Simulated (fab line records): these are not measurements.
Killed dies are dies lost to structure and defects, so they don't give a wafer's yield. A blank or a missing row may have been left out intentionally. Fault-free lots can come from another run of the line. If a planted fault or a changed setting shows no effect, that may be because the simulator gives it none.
Lot-split experiment || flow berkeley cmos170 || on a route of 331 steps: 5 lots, 23 wafers read

== ON THE SPLIT ==
At UCB170_PSD_EXPOSE_03 (exposes mask PSELECT MOD, target cd 1200 nm), the setting dose mj was moved away from the recipe's 30 on 7 of the 23 wafers read, by -4.6% to +5.9%. This setting was run at the recipe's value on the other wafers.

== FROM THE SPLIT TO THE READING: what the file shows between them, 2 steps ==
- UCB170_PSD_PEB_04
- UCB170_PSD_DEVELOP_05: develop time 45 s

== THE READING ==
Shown in nm: cd nm at UCB170_PSD_CD_MEAS_06, with target cd 1200 nm. On this fab line, fault-free wafers typically give 1201.1 nm with a standard deviation of 1.4 nm.

{"wafer": "L074.3", "tool, chamber at the split": "krf scanner-01, 0", "dose mj as run": 30, "against the recipe": "recipe", "cd nm, nm": 1199.4, "against lot-mates on the recipe": "-"}
{"wafer": "L074.4", "tool, chamber at the split": "krf scanner-01, 0", "dose mj as run": 30, "against the recipe": "recipe", "cd nm, nm": 1200.0, "against lot-mates on the recipe": "-"}
{"wafer": "L074.5", "tool, chamber at the split": "krf scanner-01, 0", "dose mj as run": 30, "against the recipe": "recipe", "cd nm, nm": 1200.5, "against lot-mates on the recipe": "-"}
{"wafer": "L075.2", "tool, chamber at the split": "krf scanner-01, 0", "dose mj as run": 30, "against the recipe": "recipe", "cd nm, nm": 1201.1, "against lot-mates on the recipe": "-"}
{"wafer": "L075.3", "tool, chamber at the split": "krf scanner-01, 0", "dose mj as run": 30, "against the recipe": "recipe", "cd nm, nm": 1201.6, "against lot-mates on the recipe": "-"}
{"wafer": "L075.4", "tool, chamber at the split": "krf scanner-01, 0", "dose mj as run": 30, "against the recipe": "recipe", "cd nm, nm": 1201.6, "against lot-mates on the recipe": "-"}
{"wafer": "L075.5", "tool, chamber at the split": "krf scanner-01, 0", "dose mj as run": 30, "against the recipe": "recipe", "cd nm, nm": 1202.3, "against lot-mates on the recipe": "-"}
{"wafer": "L075.6", "tool, chamber at the split": "krf scanner-01, 0", "dose mj as run": 30, "against the recipe": "recipe", "cd nm, nm": 1201.6, "against lot-mates on the recipe": "-"}
{"wafer": "L076.1", "tool, chamber at the split": "krf scanner-01, 0", "dose mj as run": 31.78, "against the recipe": "+5.9%", "cd nm, nm": 1213.0, "against lot-mates on the recipe": "+11.4"}
{"wafer": "L076.3", "tool, chamber at the split": "krf scanner-01, 0", "dose mj as run": 30, "against the recipe": "recipe", "cd nm, nm": 1201.0, "against lot-mates on the recipe": "-"}
{"wafer": "L076.4", "tool, chamber at the split": "krf scanner-01, 0", "dose mj as run": 30, "against the recipe": "recipe", "cd nm, nm": 1201.8, "against lot-mates on the recipe": "-"}
{"wafer": "L076.5", "tool, chamber at the split": "krf scanner-01, 0", "dose mj as run": 30, "against the recipe": "recipe", "cd nm, nm": 1202.1, "against lot-mates on the recipe": "-"}
{"wafer": "L076.6", "tool, chamber at the split": "krf scanner-01, 0", "dose mj as run": 31.78, "against the recipe": "+5.9%", "cd nm, nm": 1215.2, "against lot-mates on the recipe": "+13.6"}
{"wafer": "L081.1", "tool, chamber at the split": "krf scanner-02, 0", "dose mj as run": 31.49, "against the recipe": "+5.0%", "cd nm, nm": 1209.3, "against lot-mates on the recipe": "+8.7"}
{"wafer": "L081.2", "tool, chamber at the split": "krf scanner-02, 0", "dose mj as run": 31.49, "against the recipe": "+5.0%", "cd nm, nm": 1211.6, "against lot-mates on the recipe": "+11.0"}
{"wafer": "L081.4", "tool, chamber at the split": "krf scanner-02, 0", "dose mj as run": 30, "against the recipe": "recipe", "cd nm, nm": 1200.4, "against lot-mates on the recipe": "-"}
{"wafer": "L081.5", "tool, chamber at the split": "krf scanner-02, 0", "dose mj as run": 31.49, "against the recipe": "+5.0%", "cd nm, nm": 1209.8, "against lot-mates on the recipe": "+9.2"}
{"wafer": "L081.6", "tool, chamber at the split": "krf scanner-02, 0", "dose mj as run": 30, "against the recipe": "recipe", "cd nm, nm": 1200.8, "against lot-mates on the recipe": "-"}
{"wafer": "L083.1", "tool, chamber at the split": "krf scanner-01, 0", "dose mj as run": 30, "against the recipe": "recipe", "cd nm, nm": 1202.4, "against lot-mates on the recipe": "-"}
{"wafer": "L083.2", "tool, chamber at the split": "krf scanner-01, 0", "dose mj as run": 30, "against the recipe": "recipe", "cd nm, nm": 1202.1, "against lot-mates on the recipe": "-"}
{"wafer": "L083.3", "tool, chamber at the split": "krf scanner-01, 0", "dose mj as run": 28.61, "against the recipe": "-4.6%", "cd nm, nm": 1195.1, "against lot-mates on the recipe": -7.2}
{"wafer": "L083.5", "tool, chamber at the split": "krf scanner-01, 0", "dose mj as run": 28.61, "against the recipe": "-4.6%", "cd nm, nm": 1193.1, "against lot-mates on the recipe": -9.2}
{"wafer": "L083.6", "tool, chamber at the split": "krf scanner-01, 0", "dose mj as run": 30, "against the recipe": "recipe", "cd nm, nm": 1202.4, "against lot-mates on the recipe": "-"}

FIT RESULTS
A straight line over all 23 wafers: cd nm changes by +1.85 nm for each +1% of dose mj; r = +0.98; the points scatter about the line by 1.2 nm.
The same after taking each lot's own level away (the mean of its wafers on the recipe; 23 wafers): +1.95 nm for each +1%; r = +0.99; scatter 0.76 nm.
That fit puts the effect of the largest move of dose mj on the reading at 12 nm.
The lots' own levels span 1199.97 to 1202.30 nm, that is 1.7 times the standard deviation above.
The two slopes agree, so the slope changes little with the lot-to-lot level.
Check: for one of the wafers moved furthest among these (+5.9%), held out of the fit, the line's prediction against its lot-mates is +11.8 nm. It came out at +11.4 nm against them.

== OTHER SPLITS APPLIED TO THESE WAFERS ==
These wafers also went through other splits before the reading. Each is held against what the fit with the lots' levels taken away leaves over:
{"other split on the same wafers": "UCB170_NWELL_CVD_04 pressure mtorr", "wafers away from the commonest value": 15, "r with cd nm (lot level and that fit taken away)": "+0.08"}
{"other split on the same wafers": "UCB170_NWELL_PEB_10 peb temp c", "wafers away from the commonest value": 7, "r with cd nm (lot level and that fit taken away)": "+0.12"}
{"other split on the same wafers": "UCB170_PWELL_IMPLANT_15 dose cm2", "wafers away from the commonest value": 8, "r with cd nm (lot level and that fit taken away)": -0.23}
{"other split on the same wafers": "UCB170_ACTIVE_COAT_08 resist thk nm", "wafers away from the commonest value": 9, "r with cd nm (lot level and that fit taken away)": "+0.14"}
{"other split on the same wafers": "UCB170_ACTIVE_SOFTBAKE_09 time s", "wafers away from the commonest value": 10, "r with cd nm (lot level and that fit taken away)": -0.39}
{"other split on the same wafers": "UCB170_NVT_IMPLANT_07 energy kev", "wafers away from the commonest value": 9, "r with cd nm (lot level and that fit taken away)": "+0.07"}
{"other split on the same wafers": "UCB170_PLDD_COAT_01 spin rpm", "wafers away from the commonest value": 4, "r with cd nm (lot level and that fit taken away)": -0.18}

== THE FILE'S OWN FIT ==
cd nm changes by +1.96 nm for each +1% of dose mj, r = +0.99.
